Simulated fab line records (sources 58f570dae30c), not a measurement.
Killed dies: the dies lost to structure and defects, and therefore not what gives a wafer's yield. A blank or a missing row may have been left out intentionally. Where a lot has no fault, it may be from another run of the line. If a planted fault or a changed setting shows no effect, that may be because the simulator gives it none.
Which of the tools did it? / flow berkeleyCmos170 / Sampling: 7 lots, 21 wafers, 6 of 331 route steps

## WHAT THE GAUGES READ, wafer by wafer
UCB170_ACTIVE_THK_MEAS_06. Usual: for ACTIVE_NITRIDE_THK the level is 220.6 nm and the standard deviation is 2.3.
lot=L214; measured=day 3 19:50; on=filmMetro-04; ACTIVE_NITRIDE_THK (nm)=220.5 220.4 221.1; flag=
lot=L215; measured=day 4 05:35; on=filmMetro-01; ACTIVE_NITRIDE_THK (nm)=223.2 221.8 221.2; flag=
lot=L216; measured=day 4 12:35; on=filmMetro-02; ACTIVE_NITRIDE_THK (nm)=224.5 223.2 222.7; flag=
lot=L217; measured=day 5 01:54; on=filmMetro-01; ACTIVE_NITRIDE_THK (nm)=217.6 221.0 217.6; flag=
lot=L218; measured=day 5 01:58; on=filmMetro-01; ACTIVE_NITRIDE_THK (nm)=216.3 219.7 218.4; flag=
lot=L224; measured=day 5 21:35; on=filmMetro-02; ACTIVE_NITRIDE_THK (nm)=218.1 219.0 218.1; flag=
lot=L237; measured=day 8 22:07; on=filmMetro-02; ACTIVE_NITRIDE_THK (nm)=221.4 224.2 221.4; flag=

UCB170_GATE_THK_MEAS_05. Usual: for GATE_POLY_THK the level is 214.9 nm and the standard deviation is 2.
lot=L214; measured=day 5 20:18; on=filmMetro-03; GATE_POLY_THK (nm)=216.7 216.5 216.5; flag=
lot=L215; measured=day 6 05:28; on=filmMetro-03; GATE_POLY_THK (nm)=213.9 212.7 211.8; flag=
lot=L216; measured=day 6 12:13; on=filmMetro-02; GATE_POLY_THK (nm)=212.1 212.8 212.0; flag=
lot=L217; measured=day 6 20:31; on=filmMetro-01; GATE_POLY_THK (nm)=215.5 214.0 214.9; flag=
lot=L218; measured=day 6 20:31; on=filmMetro-03; GATE_POLY_THK (nm)=213.1 215.5 214.8; flag=
lot=L224; measured=day 7 18:57; on=filmMetro-03; GATE_POLY_THK (nm)=246.8 238.6 221.5; flag=OFF
lot=L237; measured=day 10 19:16; on=filmMetro-01; GATE_POLY_THK (nm)=217.8 218.5 218.5; flag=

UCB170_GATE_OVL_MEAS_13. Usual: for GATE_OVL the level is -2 nm and the standard deviation is 5.7.
lot=L214; measured=day 5 21:33; on=overlay-02; GATE_OVL (nm)=4 -7 -7; flag=
lot=L215; measured=day 6 06:50; on=overlay-02; GATE_OVL (nm)=-6 -12 -10; flag=
lot=L216; measured=day 6 14:26; on=overlay-01; GATE_OVL (nm)=-10 -10 3; flag=
lot=L217; measured=day 6 21:32; on=overlay-02; GATE_OVL (nm)=2 -1 9; flag=
lot=L218; measured=day 6 22:05; on=overlay-02; GATE_OVL (nm)=3 6 -2; flag=
lot=L224; measured=day 7 20:06; on=overlay-01; GATE_OVL (nm)=7 -4 0; flag=
lot=L237; measured=day 10 20:25; on=overlay-01; GATE_OVL (nm)=4 -2 -1; flag=

UCB170_PLDD_CD_MEAS_06: the cd target is 1200 nm. Usual: cdNm reads 1200.0 nm (standard deviation 1.3).
lot=L214; measured=day 5 23:11; on=cdSem-02; cdNm (nm)=1201.0 1200.6 1199.7; flag=
lot=L215; measured=day 6 10:30; on=cdSem-02; cdNm (nm)=1200.8 1201.2 1200.1; flag=
lot=L216; measured=day 6 16:30; on=cdSem-02; cdNm (nm)=1199.4 1200.3 1200.5; flag=
lot=L217; measured=day 6 23:03; on=cdSem-02; cdNm (nm)=1200.7 1200.3 1200.9; flag=
lot=L218; measured=day 6 23:38; on=cdSem-02; cdNm (nm)=1199.0 1198.6 1200.1; flag=
lot=L224; measured=day 7 22:26; on=cdSem-01; cdNm (nm)=1202.4 1199.8 1201.1; flag=
lot=L237; measured=day 10 23:02; on=cdSem-01; cdNm (nm)=1198.7 1198.8 1200.5; flag=

## TOOL THAT RAN EACH LOT (tool first, then ch and the chambers of the sampled wafers, then the start)
lot=L214; UCB170_GATE_CVD_04=lpcvd-01 ch 1, day 5 18:53; UCB170_GATE_ETCH_15=rieSi-01 ch 1,2,3, day 5 21:37
lot=L215; UCB170_GATE_CVD_04=lpcvd-02 ch 1, day 6 04:04; UCB170_GATE_ETCH_15=rieSi-01 ch 0,1,2, day 6 06:55
lot=L216; UCB170_GATE_CVD_04=lpcvd-02 ch 1, day 6 10:49; UCB170_GATE_ETCH_15=rieSi-02 ch 1,2,3, day 6 14:31
lot=L217; UCB170_GATE_CVD_04=lpcvd-01 ch 0, day 6 19:06; UCB170_GATE_ETCH_15=rieSi-01 ch 0,1,3, day 6 21:36
lot=L218; UCB170_GATE_CVD_04=lpcvd-01 ch 1, day 6 19:06; UCB170_GATE_ETCH_15=rieSi-01 ch 0,2, day 6 22:09
lot=L224; UCB170_GATE_CVD_04=lpcvd-01 ch 0, day 7 17:33; UCB170_GATE_ETCH_15=rieSi-01 ch 1,2,3, day 7 20:11
lot=L237; UCB170_GATE_CVD_04=lpcvd-02 ch 1, day 10 17:52; UCB170_GATE_ETCH_15=rieSi-01 ch 0,1, day 10 20:29
- UCB170_GATE_CVD_04: deposits poly-Si from SiH4, time 1440 s, target thk 214 nm.
- UCB170_GATE_ETCH_15: etches poly-Si in HBr/Cl2, stops on SiO2, time 56.3 s, target depth 278.2 nm.

## AS READ BY THE TOOLS THEMSELVES (means over the sampled wafers that have a number; for cases with no such wafer, the mark the record gives instead)
UCB170_GATE_CVD_04. Usual: pressureMtorr 375.0 mTorr, standard deviation 0.65; spikeTcCentreC 611.9 C, standard deviation 1.7; zonePowerCentrePct 25.7 %, standard deviation 0.68.
lot=L214; tool=lpcvd-01; pressureMtorr (mTorr)=375.3; spikeTcCentreC (C)=611.2; zonePowerCentrePct (%)=25.6; flag=
lot=L215; tool=lpcvd-02; pressureMtorr (mTorr)=375.2; spikeTcCentreC (C)=611.6; zonePowerCentrePct (%)=26.3; flag=
lot=L216; tool=lpcvd-02; pressureMtorr (mTorr)=375.4; spikeTcCentreC (C)=610.5; zonePowerCentrePct (%)=26.4; flag=
lot=L217; tool=lpcvd-01; pressureMtorr (mTorr)=374.2; spikeTcCentreC (C)=614.2; zonePowerCentrePct (%)=24.7; flag=
lot=L218; tool=lpcvd-01; pressureMtorr (mTorr)=375.0; spikeTcCentreC (C)=610.9; zonePowerCentrePct (%)=25.6; flag=
lot=L224; tool=lpcvd-01; pressureMtorr (mTorr)=375.4; spikeTcCentreC (C)=626.2; zonePowerCentrePct (%)=28.3; flag=OFF
lot=L237; tool=lpcvd-02; pressureMtorr (mTorr)=374.2; spikeTcCentreC (C)=610.6; zonePowerCentrePct (%)=26.5; flag=

UCB170_GATE_ETCH_15. Usual: drypumpMotorCurrentA 5.7 A, standard deviation 0.36; oesProductAu 0.836 a.u., standard deviation 0.012; throttleValvePct 26.4 %, standard deviation 0.32.
lot=L214; tool=rieSi-01; drypumpMotorCurrentA (A)=5.7; oesProductAu (a.u.)=0.841; throttleValvePct (%)=26.7; flag=
lot=L215; tool=rieSi-01; drypumpMotorCurrentA (A)=5.8; oesProductAu (a.u.)=0.839; throttleValvePct (%)=26.7; flag=
lot=L216; tool=rieSi-02; drypumpMotorCurrentA (A)=5.9; oesProductAu (a.u.)=0.826; throttleValvePct (%)=26.3; flag=
lot=L217; tool=rieSi-01; drypumpMotorCurrentA (A)=5.6; oesProductAu (a.u.)=0.837; throttleValvePct (%)=26.7; flag=
lot=L218; tool=rieSi-01; drypumpMotorCurrentA (A)=5.9; oesProductAu (a.u.)=0.849; throttleValvePct (%)=26.5; flag=
lot=L224; tool=rieSi-01; drypumpMotorCurrentA (A)=5.7; oesProductAu (a.u.)=0.889; throttleValvePct (%)=26.7; flag=OFF
lot=L237; tool=rieSi-01; drypumpMotorCurrentA (A)=5.8; oesProductAu (a.u.)=0.849; throttleValvePct (%)=26.8; flag=

## THE ANSWER, worked out from the rows above alone
Rule: take the mean of a lot's wafers that have a number; if it is more than 3 standard deviations from the usual mean, the lot is off. A lot without any number at a reading at which 4 lots or more have one is off too. The other lots that the step has rows for count as sound. The gauges are gone through in route order, then the tools' own readings, and for those a lot's mean is taken as printed above. The first step at which some lot is off is used, and at that step the reading that is off furthest; a lot without a number counts as furthest.
Off: L224, at UCB170_GATE_THK_MEAS_05 (GATE_POLY_THK).
If a tool, at a process step before that reading, ran all the lots that are off and no sound lot after the first of them, it fits. Not tried: the gauges at UCB170_GATE_THK_MEAS_05; whatever is off there is also off at UCB170_GATE_CVD_04, on other tools, and gauge error can't account for it. One candidate fits, namely lpcvd-01 at UCB170_GATE_CVD_04. Its last sound lot is L217 (day 6 19:06), its first lot that is off L224 (day 7 17:33): a fault that began between those two fits.
On the lots that are off, the tool's own readings at UCB170_GATE_CVD_04 differ by more than 5 times the standard deviation of the sound lots' means, which bears it out; spikeTcCentreC reads 626.2 C there versus 611.5 C on the sound lots.

## WHAT THE SIMULATOR HAD PUT IN
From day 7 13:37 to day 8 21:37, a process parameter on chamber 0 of lpcvd-01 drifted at UCB170_GATE_CVD_04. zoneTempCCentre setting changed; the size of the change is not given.
Lots struck among those shown: L224. The rule given above showed the same thing.
